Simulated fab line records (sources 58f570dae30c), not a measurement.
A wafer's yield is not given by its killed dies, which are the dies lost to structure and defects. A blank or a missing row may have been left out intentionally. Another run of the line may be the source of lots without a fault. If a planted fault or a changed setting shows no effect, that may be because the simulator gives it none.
Struck lot and sound lot, side by side :: flow berkeley cmos170 :: 16 steps out of a route of 331
Sound: these wafers, L385.4, L385.5, L385.6. Wafers struck: L378.1, L378.2, L378.4. Last of all comes the cause.
Each step with rows lists, per side, the tool, then ch with its chambers, then its first start. Under that, the readings that differ: sound wafers :: struck wafers :: difference of the means :: sigmas: that difference in standard deviations of wafers without a fault.
alike: readings with means less than 2 such deviations apart, plus words and numbers identical on both sides. not compared: withheld readings, readings lacking a value on some wafer, bounds such as >300 that could conceal the same value, and numbers that have no deviation in the record and whose values overlap.
The two part at a step that has a row with sigmas, a row that says differs or no value, or rows on one side only. Numbers that have no deviation but don't overlap get no sigmas and don't part them. A reading missing from all wafers of one side parts the sides only when that side holds two or more wafers.

first, 1 step without rows for these wafers: UCB170_NWELL_OXIDATION_01 (target thk 26.4 nm, ox time 1260 s).
UCB170_NWELL_THK_MEAS_02:
  sound on film metro-02, day 5 04:02; struck on film metro-02, day 3 11:22
  alike: NWELL_OXIDE_THK
then, 2 steps without rows for these wafers: UCB170_NWELL_ANNEAL_03 (time 900 s); UCB170_NWELL_CVD_04 (deposits Si3N4 from SiH2Cl2/NH3, target thk 224 nm, time 3360 s).
UCB170_NWELL_THK_MEAS_05:
  sound on film metro-02, day 5 09:32; struck on film metro-03, day 3 17:33
  alike: NWELL_NITRIDE_THK
then, 6 steps without rows for these wafers: UCB170_NWELL_HMDS_06 (prime time 60 s); UCB170_NWELL_COAT_07 (resist thk 900 nm); UCB170_NWELL_SOFTBAKE_08 (time 60 s); UCB170_NWELL_EXPOSE_09 (exposes mask NWELL, target cd 3000 nm); UCB170_NWELL_PEB_10; UCB170_NWELL_DEVELOP_11 (develop time 45 s).
UCB170_NWELL_OVL_MEAS_12:
  sound on overlay-01, day 5 11:28; struck on overlay-02, day 3 18:48
  alike: NWELL_OVL
UCB170_NWELL_ETCH_13: etches Si3N4 in CH3F/Ar/O2, stops on SiO2, target depth 246.4 nm, time 154 s.
  sound on rie diel-02 ch 0,2,3, day 5 11:29; struck on rie diel-01 ch 1,2,3, day 3 18:50
  no value came back on the struck wafers for any of 5 readings (CH3F_flow_sccm (sccm), O2_flow_sccm (sccm) and others); on the sound wafers CH3F_flow_sccm (sccm) reads 19.93 20.02 19.93
reading: model.KrF_of_NWELL_COAT_07.thk nm (nm)
sound: 721.5 722.8 723
struck: 887.3 884.3 884
difference: +162.8
sigmas: 
  not compared: rf hours counter h
then, 1 step without rows for these wafers: UCB170_NWELL_IMPLANT_14.
UCB170_NWELL_STRIP_15: strips in O2.
  sound on plasma asher-04 ch 0,1, day 5 11:46; struck on plasma asher-02 ch 0,1, day 3 19:05
reading: oes product au (a.u.)
sound: 0.716 0.716 0.721
struck: 0.733 0.729 0.742
difference: +0.017
sigmas: +4

reading: strip time to endpoint s (s)
sound: 18.00 18.05 18.06
struck: 21.65 21.59 21.58
difference: +3.57
sigmas: +46
  alike: drypump motor current A
  not compared: rf hours counter h
UCB170_NWELL_TW_MEAS_16:
  sound on film metro-04, day 5 11:52; struck on film metro-03, day 3 19:11
  alike: NWELL_TW

WHERE THEY PART
Last at UCB170_NWELL_STRIP_15 as far as this record goes, first at UCB170_NWELL_ETCH_13. Later steps at which nothing parts them and some readings are alike: UCB170_NWELL_TW_MEAS_16.

WHY: what the simulator had put in
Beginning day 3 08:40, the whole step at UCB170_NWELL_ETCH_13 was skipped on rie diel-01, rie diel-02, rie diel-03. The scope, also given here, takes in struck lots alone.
